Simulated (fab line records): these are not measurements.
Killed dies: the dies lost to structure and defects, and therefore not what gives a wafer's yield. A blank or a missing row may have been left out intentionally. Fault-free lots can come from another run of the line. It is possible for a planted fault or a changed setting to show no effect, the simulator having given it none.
Which of the tools did it? | flow berkeley cmos170 | 12 lots, 36 wafers sampled, at 1 step of a route of 331

## WHAT THE GAUGES READ, wafer by wafer
UCB170_NWELL_THK_MEAS_02.
lot  | measured    | on            | NWELL_OXIDE_THK (nm)
L075 | day 2 06:37 | film metro-02 | 26.9 26.3 26.6
L077 | day 2 19:32 | film metro-02 | 26.5 27.3 27.3
L078 | day 3 02:25 | film metro-04 | 26.6 27.1 26.4
L081 | day 3 15:27 | film metro-04 | 26.6 26.4 26.1
L083 | day 4 02:44 | film metro-02 | 26.4 26.3 26.4
L086 | day 4 14:29 | film metro-02 | 26.5 26.7 26.7
L087 | day 4 21:19 | film metro-04 | 27.4 27.1 27.3
L089 | day 5 05:37 | film metro-02 | 26.3 26.2 26.1
L091 | day 5 13:50 | film metro-03 | 25.9 25.8 26.2
L094 | day 6 06:57 | film metro-03 | 25.7 25.6 25.0
L095 | day 6 12:57 | film metro-04 | 27.0 26.9 27.0
L097 | day 6 19:55 | film metro-03 | 25.9 25.5 25.9

## WHICH TOOL RAN EACH LOT (tool, then ch and the chambers of the sampled wafers, then the start)
Before these readings, the record contains no process step.

## THE ANSWER, worked out from the rows above alone
Rule: the usual values come from the lots themselves. Put in order of their means at a reading, lots are off if they are a third of the lots or fewer, leave a main group of 4 or more, and stand apart from it by a gap of 3 or more times the standard deviation of the main group's means; of several such gaps the widest counts. A main group is skipped when, at the precision printed for the reading in the tables above, its means are all equal. A lot without any number at a reading at which 4 lots or more have one is off too. The other lots that the step has rows for count as sound.
Nothing can be told from this: no lot is off at any reading shown.

## WHAT THE SIMULATOR PUT IN
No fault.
